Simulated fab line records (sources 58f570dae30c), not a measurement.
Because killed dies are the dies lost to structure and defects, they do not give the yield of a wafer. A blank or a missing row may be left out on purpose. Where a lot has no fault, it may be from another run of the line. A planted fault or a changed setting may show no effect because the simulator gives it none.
fab line records	flow berkeleyCmos170
[record] lots = 5	wafers = 23
route steps=331 shown NWELL@28 ACTIVE@62 FIELD@90 SACOX@98 PLDD@148 NLDD@167 NSD@191 BACKSIDE@200 SDANNEAL@204
startH: hours from the record's opening day to when the first of the lot's shown wafers began	waitH: time in hours since the lot's previous step	" repeats the value in the row above	L1.1+2: a single row standing in for several wafers	- no value present, or no start provided	* or withheld: withheld	< > ~ a bound
route shown NAME@n: names a module that has steps shown in the file, with the first one's number in the route	usual: mean/standard deviation of fault-free wafers	same: alike in all rows	chamber/n: place in a boat	sites: readings site by site	_std_site: their standard deviation	_edge_site: inner sites' mean taken away from outer sites' mean	radiusMm: how far each site lies from the wafer's centre	mask NAME#n: copy n	behind: the most recent tool/chamber to have shaped the wafer	hold: reason for holding the lot/hours on hold/outcome of the hold	device: which transistor (n, p or np) failed to switch	end of line: at the end of the route, the tests of the same wafers	where a step has no rows: the recipe by itself	killed: count of dies lost to structure and defects at first sort (not the wafer's yield)	map: shows each die of a wafer: x if killed, . if not, _ if none is there
set.NAME: the setting as run; set.NAME@STEP: as run at that earlier step	model.NAME: the simulator's own value behind a step, which no gauge read
lots whose settings were changed on purpose; a table a step, a row a wafer
[[steps]]
[step UCB170_NWELL_IMPLANT_14]
[recipe] species = P	doseCm2 = 1e+13	energyKev = 150	tiltDeg = 7
lot.wafer	tool	chamber	startH	waitH	set.energyKev	model.implant.rpNm	model.implant.drpNm
L077.1+4+6	implanter-03	0	47.36	0.1	145.8	186.5	61.35
L077.2+5	"	0	"	"	150	192.1	62.72
L078.1+2+4+5+6	implanter-04	0	54.78	0.1	150	187.5	62.72
L079.1+6	implanter-02	0	55.06	0.1	157.2	197	64.97
L079.3+4+5	"	0	"	"	150	187.6	62.72
L081.1+2	implanter-03	0	62.68	0.1	142.2	179.6	60.15
L081.3+4+5	"	0	"	"	150	189.9	62.72
L085.3+5+6	implanter-04	0	82.02	0.1	150	189.4	62.72
[step UCB170_ACTIVE_OXIDATION_02]
[recipe] tempC = 1000	ambient = O2	targetThkA = 264	oxTimeS = 1260
lot.wafer	tool	chamber	startH	waitH	set.tempC	model.SiO2_of_ACTIVE_OXIDATION_02.thkNm
L077.1	-	-	-	2.0	986.1	22.27
L077.2	"	-	"	"	986.1	22.93
L077.4	"	-	"	"	986.1	22.32
L077.5	"	-	"	"	986.1	22.59
L077.6	"	-	"	"	986.1	22.42
L078.1	-	-	-	1.1	1023	32.01
L078.2	"	-	"	"	1023	32.61
L078.4	"	-	"	"	1023	32.5
L078.5	"	-	"	"	1023	32.56
L078.6	"	-	"	"	1023	32.22
L079.1	-	-	-	1.1	977.8	21.26
L079.3	"	-	"	"	977.8	21.32
L079.4	"	-	"	"	977.8	21.21
L079.5	"	-	"	"	977.8	21.7
L079.6	"	-	"	"	977.8	21.01
L081.1	-	-	-	1.9	1016	30.18
L081.2	"	-	"	"	1016	30.5
L081.3	"	-	"	"	1016	30.4
L081.4	"	-	"	"	1016	30.16
L081.5	"	-	"	"	1016	30.59
L085.3	furnace-03	0	115.10	3.3	1000	27.4
L085.5	"	0	"	"	1000	27.05
L085.6	"	0	"	"	1000	27.43
[step UCB170_ACTIVE_THK_MEAS_03]
[recipe] reads = SiO2_of_ACTIVE_OXIDATION_02
[usual] ACTIVE_OXIDE_THK = 26.5/0.39
lot.wafer	tool	chamber	startH	waitH	set.tempC@ACTIVE_OXIDATION_02	ACTIVE_OXIDE_THK[nm]
L077.1	filmMetro-04	-	-	-	986.1	22.3
L077.2	"	-	"	"	986.1	23.0
L077.4	"	-	"	"	986.1	22.3
L077.5	"	-	"	"	986.1	22.6
L077.6	"	-	"	"	986.1	22.4
L078.1	filmMetro-03	-	-	-	1023	32.0
L078.2	"	-	"	"	1023	32.6
L078.4	"	-	"	"	1023	32.5
L078.5	"	-	"	"	1023	32.6
L078.6	"	-	"	"	1023	32.2
L079.1	filmMetro-01	-	-	-	977.8	21.3
L079.3	"	-	"	"	977.8	21.3
L079.4	"	-	"	"	977.8	21.2
L079.5	"	-	"	"	977.8	21.7
L079.6	"	-	"	"	977.8	21.0
L081.1	filmMetro-03	-	-	-	1016	30.2
L081.2	"	-	"	"	1016	30.5
L081.3	"	-	"	"	1016	30.4
L081.4	"	-	"	"	1016	30.2
L081.5	"	-	"	"	1016	30.5
L085.3	filmMetro-01	-	116.47	0.0	1000	27.4
L085.5	"	-	"	"	1000	27.0
L085.6	"	-	"	"	1000	27.4
[step UCB170_ACTIVE_EXPOSE_10]
[recipe] maskId = ACTIVE	targetCdNm = 1200	na = 0.5	sigmaOuter = 0.6	sourceShape = conventional	doseMj = 20
lot.wafer	tool	chamber	startH	waitH	mask	set.doseMj
L077.1+2	krfScanner-02	0	87.89	0.1	ACTIVE#0	20
L077.4+5+6	"	0	"	"	ACTIVE#0	18.89
L078.1+5+6	krfScanner-02	0	94.52	0.1	ACTIVE#0	19.36
L078.2+4	"	0	"	"	ACTIVE#0	20
L079.1+3+4	krfScanner-02	0	94.63	0.2	ACTIVE#0	20
L079.5+6	"	0	"	"	ACTIVE#0	21.37
L081.1+3+4	krfScanner-01	0	106.18	0.2	ACTIVE#0	19.61
L081.2+5	"	0	"	"	ACTIVE#0	20
L085.3+5+6	krfScanner-02	0	123.55	0.1	ACTIVE#0	20
[step UCB170_ACTIVE_PEB_11]
[recipe] pebTempC = 130	pebTimeS = withheld	resist = KrF
[step UCB170_ACTIVE_DEVELOP_12]
[recipe] developer = TMAH	developTimeS = 45	resist = KrF	devTempC = 21
[step UCB170_ACTIVE_CD_MEAS_13]
[recipe] targetCdNm = 1200
[usual] cdNm = 1199.9/1.3
lot.wafer	tool	chamber	startH	waitH	set.doseMj@ACTIVE_EXPOSE_10	cdNm
L077.1	cdSem-02	-	88.42	-	20	1200.2
L077.2	"	-	"	"	20	1201.0
L077.4	"	-	"	"	18.89	1208.1
L077.5	"	-	"	"	18.89	1210.1
L077.6	"	-	"	"	18.89	1210.2
L078.1	cdSem-02	-	95.69	-	19.36	1208.1
L078.2	"	-	"	"	20	1202.2
L078.4	"	-	"	"	20	1201.5
L078.5	"	-	"	"	19.36	1208.0
L078.6	"	-	"	"	19.36	1207.5
L079.1	cdSem-01	-	95.69	-	20	1199.2
L079.3	"	-	"	"	20	1198.4
L079.4	"	-	"	"	20	1199.3
L079.5	"	-	"	"	21.37	1187.1
L079.6	"	-	"	"	21.37	1186.8
L081.1	cdSem-01	-	106.63	-	19.61	1203.7
L081.2	"	-	"	"	20	1198.1
L081.3	"	-	"	"	19.61	1203.2
L081.4	"	-	"	"	19.61	1202.5
L081.5	"	-	"	"	20	1198.9
L085.3	cdSem-01	-	124.10	-	20	1196.9
L085.5	"	-	"	"	20	1198.0
L085.6	"	-	"	"	20	1198.0
[step UCB170_ACTIVE_ETCH_15]
[recipe] chemistry = CH3F/Ar/O2	target = Si3N4	stopOn = SiO2	CH3F_flow_sccm = 20	Ar_flow_sccm = 50	O2_flow_sccm = 7	pressureMtorr = 50	rfW = 450	targetDepthA = 2420	overEtchFrac = 0.1	timeS = 151
lot.wafer	tool	chamber	startH	waitH	set.doseMj@ACTIVE_EXPOSE_10	model.ACTIVE.cdNm
L077.1	rieDiel-01	2	88.58	0.0	20	1200
L077.2	"	1	"	"	20	1201
L077.4	"	2	"	"	18.89	1208
L077.5+6	"	1,0	"	"	18.89	1210
L078.1+6	rieDiel-02	1,2	95.85	0.0	19.36	1208
L078.2+4	"	3,2	"	"	20	1202
L078.5	"	3	"	"	19.36	-
L079.1+4	rieDiel-04	1,2	95.85	0.0	20	1199
L079.3	"	3	"	"	20	1198
L079.5+6	"	1,2	"	"	21.37	1187
L081.1	rieDiel-02	3	106.79	0.0	19.61	1204
L081.2	"	1	"	"	20	1198
L081.3+4	"	0,2	"	"	19.61	1203
L081.5	"	0	"	"	20	1199
L085.3	rieDiel-01	3	124.21	0.0	20	1197
L085.5+6	"	1,0	"	"	20	1198
[step UCB170_ACTIVE_STRIP_16]
[recipe] chemistry = O2	powerW = 400	pressureMtorr = 3500	platenTempC = withheld	o2FlowSccm = 400	overashFraction = 0.5
[step UCB170_ACTIVE_CD_MEAS_90]
[recipe] targetCdNm = 1200
[usual] cdNm = 1199.9/1.3
lot.wafer	tool	chamber	startH	waitH	set.doseMj@ACTIVE_EXPOSE_10	cdNm
L077.1	cdSem-02	-	88.78	0.1	20	1200.5
L077.2	"	-	"	"	20	1200.3
L077.4	"	-	"	"	18.89	1208.0
L077.5	"	-	"	"	18.89	1209.9
L077.6	"	-	"	"	18.89	1210.1
L078.1	cdSem-02	-	96.10	0.1	19.36	1208.3
L078.2	"	-	"	"	20	1202.6
L078.4	"	-	"	"	20	1201.7
L078.5	"	-	"	"	19.36	1208.5
L078.6	"	-	"	"	19.36	1207.3
L079.1	cdSem-01	-	96.21	0.2	20	1199.4
L079.3	"	-	"	"	20	1198.1
L079.4	"	-	"	"	20	1199.5
L079.5	"	-	"	"	21.37	1187.1
L079.6	"	-	"	"	21.37	1186.6
L081.1	cdSem-02	-	107.00	0.1	19.61	1203.9
L081.2	"	-	"	"	20	1198.1
L081.3	"	-	"	"	19.61	1203.3
L081.4	"	-	"	"	19.61	1202.2
L081.5	"	-	"	"	20	1198.7
L085.3	cdSem-01	-	124.70	0.3	20	1197.6
L085.5	"	-	"	"	20	1198.2
L085.6	"	-	"	"	20	1198.4
[step UCB170_FIELD_OXIDATION_01]
[recipe] tempC = 1000	ambient = H2O	pH2oTorr = 584.62	targetThkA = 5583	oxTimeS = 7200
lot.wafer	tool	chamber	startH	waitH	set.oxTimeS	model.SiO2_of_FIELD_OXIDATION_01.thkNm
L077.1	-	-	-	1.6	6412	529.8
L077.2	"	-	"	"	6412	527
L077.4	"	-	"	"	6412	530.5
L077.5	"	-	"	"	6412	519.2
L077.6	"	-	"	"	6412	519.5
L078.1	-	-	-	2.6	6750	551.9
L078.2	"	-	"	"	6750	557.4
L078.4	"	-	"	"	6750	554
L078.5	"	-	"	"	6750	551
L078.6	"	-	"	"	6750	556.5
L079.1	-	-	-	2.6	6635	541.8
L079.3	"	-	"	"	6635	541.6
L079.4	"	-	"	"	6635	545.2
L079.5	"	-	"	"	6635	542.6
L079.6	"	-	"	"	6635	528.7
L081.1	-	-	-	2.6	6231	511.5
L081.2	"	-	"	"	6231	521
L081.3	"	-	"	"	6231	517.6
L081.4	"	-	"	"	6231	515.3
L081.5	"	-	"	"	6231	520.9
L085.3	furnace-01	0	129.07	2.3	7200	554.6
L085.5	"	0	"	"	7200	563.8
L085.6	"	0	"	"	7200	552.5
[step UCB170_SACOX_OXIDATION_01]
[recipe] tempC = 900	ambient = O2	targetThkA = 144	oxTimeS = 2400
lot.wafer	tool	chamber	startH	waitH	set.oxTimeS	model.SiO2_of_SACOX_OXIDATION_01.thkNm
L077.1+5	-	-	-	3.3	2068	12.8
L077.2	"	-	"	"	2068	12.82
L077.4	"	-	"	"	2068	12.87
L077.6	"	-	"	"	2068	12.68
L078.1	-	-	-	3.2	2503	14.98
L078.2	"	-	"	"	2503	15.17
L078.4+6	"	-	"	"	2503	14.93
L078.5	"	-	"	"	2503	14.89
L079.1	-	-	-	3.2	2400	14.44
L079.3+5	"	-	"	"	2400	14.37
L079.4	"	-	"	"	2400	14.45
L079.6	"	-	"	"	2400	14.42
L081.1	-	-	-	2.9	2193	13.93
L081.2	"	-	"	"	2193	13.81
L081.3	"	-	"	"	2193	13.85
L081.4	"	-	"	"	2193	14.02
L081.5	"	-	"	"	2193	13.91
L085.3	furnace-02	0	140.18	1.2	2400	14.89
L085.5	"	0	"	"	2400	14.75
L085.6	"	0	"	"	2400	14.86
[step UCB170_SACOX_THK_MEAS_02]
[recipe] reads = SiO2_of_SACOX_OXIDATION_01
[usual] SACOX_OXIDE_THK = 14.42/0.26
lot.wafer	tool	chamber	startH	waitH	set.oxTimeS@SACOX_OXIDATION_01	SACOX_OXIDE_THK[nm]
L077.1	filmMetro-01	-	-	-	2068	12.83
L077.2	"	-	"	"	2068	12.81
L077.4	"	-	"	"	2068	12.86
L077.5	"	-	"	"	2068	12.83
L077.6	"	-	"	"	2068	12.69
L078.1	filmMetro-02	-	-	-	2503	14.93
L078.2	"	-	"	"	2503	15.20
L078.4	"	-	"	"	2503	14.94
L078.5	"	-	"	"	2503	14.89
L078.6	"	-	"	"	2503	14.93
L079.1	filmMetro-01	-	-	-	2400	14.44
L079.3	"	-	"	"	2400	14.33
L079.4	"	-	"	"	2400	14.46
L079.5	"	-	"	"	2400	14.40
L079.6	"	-	"	"	2400	14.43
L081.1	filmMetro-04	-	-	-	2193	13.95
L081.2	"	-	"	"	2193	13.82
L081.3	"	-	"	"	2193	13.79
L081.4	"	-	"	"	2193	14.03
L081.5	"	-	"	"	2193	13.87
L085.3	filmMetro-04	-	141.86	0.0	2400	14.95
L085.5	"	-	"	"	2400	14.69
L085.6	"	-	"	"	2400	14.89
[step UCB170_PLDD_EXPOSE_03]
[recipe] maskId = PSELECT	na = 0.5	sigmaOuter = 0.6	sourceShape = conventional	targetCdNm = 1200	doseMj = 30
lot.wafer	tool	chamber	startH	waitH	mask	set.doseMj
L077.1+4	krfScanner-02	0	139.91	0.1	PSELECT#0	30.76
L077.2+5+6	"	0	"	"	PSELECT#0	30
L079.1+3+6	krfScanner-01	0	140.49	0.2	PSELECT#0	30
L079.4+5	"	0	"	"	PSELECT#0	28.12
L078.1+5	krfScanner-01	0	140.61	0.3	PSELECT#0	30.84
L078.2+4+6	"	0	"	"	PSELECT#0	30
L081.1+4+5	krfScanner-01	0	159.10	0.2	PSELECT#0	30
L081.2+3	"	0	"	"	PSELECT#0	27.93
L085.3+5+6	krfScanner-02	0	165.83	0.2	PSELECT#0	30
[step UCB170_PLDD_PEB_04]
[recipe] pebTempC = 130	pebTimeS = withheld	resist = KrF
[step UCB170_PLDD_DEVELOP_05]
[recipe] developer = TMAH	developTimeS = 45	resist = KrF	devTempC = 21
[step UCB170_PLDD_CD_MEAS_06]
[recipe] targetCdNm = 1200
[usual] cdNm = 1200.5/1.5
lot.wafer	tool	chamber	startH	waitH	set.doseMj@PLDD_EXPOSE_03	cdNm
L077.1	cdSem-02	-	140.68	-	30.76	1204.1
L077.2	"	-	"	"	30	1200.6
L077.4	"	-	"	"	30.76	1205.1
L077.5	"	-	"	"	30	1199.6
L077.6	"	-	"	"	30	1199.8
L079.1	cdSem-02	-	141.02	-	30	1199.9
L079.3	"	-	"	"	30	1198.2
L079.4	"	-	"	"	28.12	1189.0
L079.5	"	-	"	"	28.12	1189.7
L079.6	"	-	"	"	30	1200.4
L078.1	cdSem-02	-	141.29	-	30.84	1204.3
L078.2	"	-	"	"	30	1200.7
L078.4	"	-	"	"	30	1200.3
L078.5	"	-	"	"	30.84	1204.8
L078.6	"	-	"	"	30	1199.4
L081.1	cdSem-02	-	159.86	-	30	1200.7
L081.2	"	-	"	"	27.93	1187.3
L081.3	"	-	"	"	27.93	1188.1
L081.4	"	-	"	"	30	1199.8
L081.5	"	-	"	"	30	1199.3
L085.3	cdSem-02	-	166.87	-	30	1197.8
L085.5	"	-	"	"	30	1198.4
L085.6	"	-	"	"	30	1199.4
[step UCB170_NLDD_IMPLANT_09]
[recipe] species = As	doseCm2 = 5e+13	energyKev = 30	tiltDeg = 7	rotationDeg = 180
lot.wafer	tool	chamber	startH	waitH	set.doseCm2
L077.1+6	implanter-04	0	143.51	0.1	4.67e+13
L077.2+4+5	"	0	"	"	5e+13
L079.1+4+6	implanter-03	0	143.62	0.1	5e+13
L079.3+5	"	0	"	"	5.138e+13
L078.1+4+6	implanter-04	0	143.87	0.1	4.656e+13
L078.2+5	"	0	"	"	5e+13
L081.1+3+4	implanter-03	0	162.62	0.1	5e+13
L081.2+5	"	0	"	"	4.809e+13
L085.3+5+6	implanter-04	0	169.10	0.1	5e+13
[step UCB170_NSD_PEB_04]
[recipe] pebTempC = 130	pebTimeS = withheld	resist = KrF
lot.wafer	tool	chamber	startH	waitH	set.pebTempC
L077.1+5+6	lithoTrack-01	0	153.48	0.2	130
L077.2+4	"	0	"	"	129
L079.1+3	lithoTrack-02	0	153.99	0.1	133.5
L079.4+5+6	"	0	"	"	130
L078.1+2+4+5+6	lithoTrack-03	0	154.24	0.1	130
L081.1+2+4	lithoTrack-03	0	168.35	0.1	133.9
L081.3+5	"	0	"	"	130
L085.3+5+6	lithoTrack-01	0	177.93	0.7	130
[step UCB170_NSD_DEVELOP_05]
[recipe] developer = TMAH	developTimeS = 45	resist = KrF	devTempC = 21
[step UCB170_NSD_CD_MEAS_06]
[recipe] targetCdNm = 1200
[usual] cdNm = 1200.8/1.4
lot.wafer	tool	chamber	startH	waitH	set.pebTempC@NSD_PEB_04	cdNm
L077.1	cdSem-01	-	153.75	-	130	1202.1
L077.2	"	-	"	"	129	1194.5
L077.4	"	-	"	"	129	1195.0
L077.5	"	-	"	"	130	1202.8
L077.6	"	-	"	"	130	1203.1
L079.1	cdSem-02	-	154.27	-	133.5	1220.7
L079.3	"	-	"	"	133.5	1224.0
L079.4	"	-	"	"	130	1201.2
L079.5	"	-	"	"	130	1201.0
L079.6	"	-	"	"	130	1201.8
L078.1	cdSem-01	-	154.51	-	130	1198.1
L078.2	"	-	"	"	130	1200.0
L078.4	"	-	"	"	130	1198.9
L078.5	"	-	"	"	130	1199.5
L078.6	"	-	"	"	130	1198.5
L081.1	cdSem-01	-	168.63	-	133.9	1222.9
L081.2	"	-	"	"	133.9	1223.0
L081.3	"	-	"	"	130	1198.7
L081.4	"	-	"	"	133.9	1223.1
L081.5	"	-	"	"	130	1201.0
L085.3	cdSem-01	-	178.19	-	130	1201.1
L085.5	"	-	"	"	130	1202.8
L085.6	"	-	"	"	130	1200.9
[step UCB170_BACKSIDE_COAT_01]
[recipe] resist = KrF	spinRpm = 1500	resistThkNm = 900
lot.wafer	tool	chamber	startH	waitH	set.resistThkNm	model.KrF_of_BACKSIDE_COAT_01.thkNm
L077.1	lithoTrack-02	0	154.56	0.1	900	901.9
L077.2	"	0	"	"	871.8	875
L077.4	"	0	"	"	900	902.8
L077.5	"	0	"	"	871.8	873.6
L077.6	"	0	"	"	871.8	871.5
L079.1	lithoTrack-03	0	155.08	0.1	900	905.2
L079.3	"	0	"	"	878.7	884.2
L079.4	"	0	"	"	878.7	883.8
L079.5	"	0	"	"	900	907.4
L079.6	"	0	"	"	900	904.1
L078.1	lithoTrack-04	0	155.30	0.1	934.2	935.1
L078.2	"	0	"	"	934.2	933.4
L078.4	"	0	"	"	900	901.2
L078.5	"	0	"	"	934.2	934.2
L078.6	"	0	"	"	900	899.3
L081.1	lithoTrack-02	0	169.59	0.1	900	901.2
L081.2	"	0	"	"	942.1	945.1
L081.3	"	0	"	"	942.1	943.9
L081.4	"	0	"	"	942.1	941.7
L081.5	"	0	"	"	900	901.1
L085.3	lithoTrack-04	0	179.53	0.1	900	901.9
L085.5	"	0	"	"	900	900.9
L085.6	"	0	"	"	900	899.1
[step UCB170_BACKSIDE_SOFTBAKE_02]
[recipe] resist = KrF	tempC = 130	timeS = 60
[step UCB170_BACKSIDE_STRIP_03]
[recipe] chemistry = O2	powerW = 400	pressureMtorr = 3500	platenTempC = withheld	o2FlowSccm = 400	overashFraction = 0.5
[usual] stripTimeToEndpointS = 21.99/0.056
lot.wafer	tool	chamber	startH	waitH	set.resistThkNm@BACKSIDE_COAT_01	stripTimeToEndpointS
L077.1	plasmaAsher-01	1	154.86	0.1	900	22.02
L077.2	"	0	"	"	871.8	21.36
L077.4	"	0	"	"	900	22.04
L077.5	"	1	"	"	871.8	21.36
L077.6	"	0	"	"	871.8	21.28
L079.1	plasmaAsher-04	0	155.38	0.1	900	22.09
L079.3	"	0	"	"	878.7	21.58
L079.4	"	1	"	"	878.7	21.57
L079.5	"	0	"	"	900	22.15
L079.6	"	1	"	"	900	22.06
L078.1	plasmaAsher-01	0	155.60	0.1	934.2	22.81
L078.2	"	1	"	"	934.2	22.77
L078.4	"	0	"	"	900	21.99
L078.5	"	1	"	"	934.2	22.79
L078.6	"	0	"	"	900	21.95
L081.1	plasmaAsher-01	1	169.89	0.1	900	22.00
L081.2	"	0	"	"	942.1	23.03
L081.3	"	1	"	"	942.1	23.02
L081.4	"	0	"	"	942.1	22.95
L081.5	"	1	"	"	900	21.98
L085.3	plasmaAsher-02	0	179.82	0.1	900	22.02
L085.5	"	1	"	"	900	21.99
L085.6	"	0	"	"	900	21.95
[step UCB170_BACKSIDE_CLEAN_04]
[recipe] chemistry = SPM	tempC = 120	timeS = 600
[step UCB170_SDANNEAL_RTA_00]
[recipe] tempC = 900	timeS = 10	ambient = N2
[step UCB170_SDANNEAL_RS_MEAS_05]
[recipe] thkMeasGauge = four-point-probe
[usual] NLDD_RS = 617.1/1.4
lot.wafer	tool	chamber	startH	waitH	set.doseCm2@NLDD_IMPLANT_09	NLDD_RS[ohm/sq]
L077.1	filmMetro-01	-	155.64	0.1	4.67e+13	633.3
L077.2	"	-	"	"	5e+13	618.9
L077.4	"	-	"	"	5e+13	618.5
L077.5	"	-	"	"	5e+13	617.6
L077.6	"	-	"	"	4.67e+13	632.0
L079.1	filmMetro-04	-	156.15	0.1	5e+13	617.2
L079.3	"	-	"	"	5.138e+13	611.7
L079.4	"	-	"	"	5e+13	617.1
L079.5	"	-	"	"	5.138e+13	611.2
L079.6	"	-	"	"	5e+13	615.7
L078.1	filmMetro-03	-	156.36	0.1	4.656e+13	635.3
L078.2	"	-	"	"	5e+13	618.6
L078.4	"	-	"	"	4.656e+13	636.1
L078.5	"	-	"	"	5e+13	619.4
L078.6	"	-	"	"	4.656e+13	634.9
L081.1	filmMetro-01	-	170.65	0.1	5e+13	616.8
L081.2	"	-	"	"	4.809e+13	624.2
L081.3	"	-	"	"	5e+13	617.6
L081.4	"	-	"	"	5e+13	616.2
L081.5	"	-	"	"	4.809e+13	625.5
L085.3	filmMetro-03	-	180.58	0.1	5e+13	618.1
L085.5	"	-	"	"	5e+13	618.2
L085.6	"	-	"	"	5e+13	615.0
[[key]]
[split] step = UCB170_NWELL_IMPLANT_14	setting = energyKev	stated = 150	by = wafer
[response] step = UCB170_NWELL_IMPLANT_14	reading = model.implant.rpNm	change = +1.97	per = 1%	r = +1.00
[response] step = UCB170_NWELL_IMPLANT_14	reading = model.implant.drpNm	change = +0.483	per = 1%	r = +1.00
[split] step = UCB170_ACTIVE_OXIDATION_02	setting = tempC	stated = 1000	by = lot
[response] step = UCB170_ACTIVE_OXIDATION_02	reading = model.SiO2_of_ACTIVE_OXIDATION_02.thkNm	change = +2.5	per = 1%	r = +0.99
[response] step = UCB170_ACTIVE_THK_MEAS_03	reading = ACTIVE_OXIDE_THK	change = +2.5	per = 1%	r = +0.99
[split] step = UCB170_ACTIVE_EXPOSE_10	setting = doseMj	stated = 20	by = wafer
[response] step = UCB170_ACTIVE_CD_MEAS_13	reading = cdNm	change = -1.74	per = 1%	r = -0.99
[response] step = UCB170_ACTIVE_ETCH_15	reading = model.ACTIVE.cdNm	change = -1.73	per = 1%	r = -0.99
[response] step = UCB170_ACTIVE_CD_MEAS_90	reading = cdNm	change = -1.76	per = 1%	r = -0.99
[split] step = UCB170_FIELD_OXIDATION_01	setting = oxTimeS	stated = 7200	by = lot
[response] step = UCB170_FIELD_OXIDATION_01	reading = model.SiO2_of_FIELD_OXIDATION_01.thkNm	change = +3.39	per = 1%	r = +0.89
[split] step = UCB170_SACOX_OXIDATION_01	setting = oxTimeS	stated = 2400	by = lot
[response] step = UCB170_SACOX_OXIDATION_01	reading = model.SiO2_of_SACOX_OXIDATION_01.thkNm	change = +0.113	per = 1%	r = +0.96
[response] step = UCB170_SACOX_THK_MEAS_02	reading = SACOX_OXIDE_THK	change = +0.113	per = 1%	r = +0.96
[split] step = UCB170_PLDD_EXPOSE_03	setting = doseMj	stated = 30	by = wafer
[response] step = UCB170_PLDD_CD_MEAS_06	reading = cdNm	change = +1.7	per = 1%	r = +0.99
[split] step = UCB170_NLDD_IMPLANT_09	setting = doseCm2	stated = 5e+13	by = wafer
[response] step = UCB170_SDANNEAL_RS_MEAS_05	reading = NLDD_RS	change = -2.23	per = 1%	r = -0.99
[split] step = UCB170_NSD_PEB_04	setting = pebTempC	stated = 130	by = wafer
[response] step = UCB170_NSD_CD_MEAS_06	reading = cdNm	change = +7.83	per = 1%	r = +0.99
[split] step = UCB170_BACKSIDE_COAT_01	setting = resistThkNm	stated = 900	by = wafer
[response] step = UCB170_BACKSIDE_COAT_01	reading = model.KrF_of_BACKSIDE_COAT_01.thkNm	change = +9.08	per = 1%	r = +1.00
[response] step = UCB170_BACKSIDE_STRIP_03	reading = stripTimeToEndpointS	change = *	per = 1%	r = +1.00
